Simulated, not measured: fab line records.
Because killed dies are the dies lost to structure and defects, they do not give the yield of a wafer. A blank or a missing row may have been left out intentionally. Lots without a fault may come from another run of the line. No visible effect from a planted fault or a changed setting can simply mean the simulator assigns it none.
2 desks, one fault    flow berkeley cmos170    what lay behind the numbers comes last; until then each desk has only its own

FOR THE TOOL OWNER'S DESK: pvd sputter-02
The tool's own readings at UCB170_M3_SPUTTER_01 (material Al, target thk 900 nm, time 120 s): means of the sampled wafers that have a number, for each lot that ran on this tool. If a lot's mean is further than 4 standard deviations from the usual mean, the lot is out of limits and carries the mark OUT (the distance appears in the brackets).
Columns: A = throttle valve pct at UCB170_M3_SPUTTER_01, usual 29.5 %
lot   first seen here  A
L120  day 8 22:07      30.3
L121  day 9 19:26      30.3
L129  day 11 04:22     29.4
L136  day 12 16:08     27.9
L139  day 13 01:07     28.1
This desk found nothing out of limits on any of the 5 lots.

FROM THE METROLOGY DESK
Lot by lot, what the gauges showed, no matter which tool ran the lot: averages of those sampled wafers that carry a number. If a lot's mean is further than 4 standard deviations from the usual mean, the lot is out of limits and carries the mark OUT (the distance appears in the brackets).
Columns: A = cd nm at UCB170_V2_CD_MEAS_12, usual 700.0 nm
lot   first seen here  A
L120  day 8 21:29      699.0
L119  day 8 23:29      699.8
L122  day 9 18:18      699.7
L121  day 9 18:41      700.5
L123  day 9 18:46      701.4
L125  day 10 01:22     702.8
L128  day 11 01:06     700.1
L127  day 11 02:49     701.0
L129  day 11 03:43     700.8
L130  day 11 13:41     698.7
L137  day 12 14:38     699.0
L136  day 12 15:34     699.9
L138  day 12 21:26     699.8
L139  day 13 00:30     700.3
This desk found nothing out of limits on any of the 14 lots.

TAKEN TOGETHER
The tool owner's desk saw nothing out of limits.
At the metrology desk, nothing out of limits was observed.

WHAT THE SIMULATOR PUT IN
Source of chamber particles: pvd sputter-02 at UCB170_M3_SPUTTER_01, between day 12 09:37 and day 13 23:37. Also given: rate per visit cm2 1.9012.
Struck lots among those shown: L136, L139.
